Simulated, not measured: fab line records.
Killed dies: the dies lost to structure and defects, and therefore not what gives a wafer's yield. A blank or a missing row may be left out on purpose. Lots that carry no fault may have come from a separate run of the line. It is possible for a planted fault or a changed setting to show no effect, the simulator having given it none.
Chamber matching + flow berkeley cmos170 + UCB170_V1_CMP_02 on cmp-01 has 4 sister chambers
The step polishes SiO2. 7 wafers are shown with their chamber, then 8 later ones without.

== WAFERS PAIRED WITH THEIR CHAMBERS ==
| wafer  | chamber | motor current A (A) |
|--------|---------|---------------------|
| L162.4 | 0       | 14.4                |
| L167.2 | 0       | 14.8                |
| L169.2 | 1       | 16.5                |
| L172.1 | 3       | 13.9                |
| L172.4 | 2       | 18.3                |
| L172.5 | 3       | 13.6                |
| L181.1 | 2       | 17.6                |

== WAFERS WITH NO CHAMBER GIVEN ==
| wafer  | motor current A (A) |
|--------|---------------------|
| L181.4 | 15.2                |
| L181.6 | 16.2                |
| L180.2 | 17.9                |
| L180.4 | 15.9                |
| L180.5 | 13.7                |
| L182.2 | 16.4                |
| L182.4 | 12.8                |
| L182.5 | 18.4                |

== WHICH CHAMBER EACH WENT THROUGH ==
| wafer  | from the rows above     | in truth |
|--------|-------------------------|----------|
| L181.4 | can't be placed: 0 or 1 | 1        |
| L181.6 | 1                       | 1        |
| L180.2 | 2                       | 2        |
| L180.4 | can't be placed: 1 or 0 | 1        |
| L180.5 | 3                       | 3        |
| L182.2 | 1                       | 1        |
| L182.4 | 3                       | 3        |
| L182.5 | 2                       | 2        |
Placed correctly: 6 of 8. Not placeable from these rows: 2 (in 2, the candidates include the true chamber). Placed wrongly: 0.
How it was worked out, from the rows above alone: a wafer's distance from a chamber is the root of the sum, over the readings, of the square of ((its reading less the chamber's mean) divided by the reading's scatter). If the next closest chamber is less than 2 further off than the closest, the wafer can't be placed; otherwise it belongs to the closest. For every chamber, the mean is computed from those of its wafers that are shown. The scatter: the root of (the sum of the squares of (reading less its chamber's mean) over the shown wafers, divided by (wafers less chambers)).
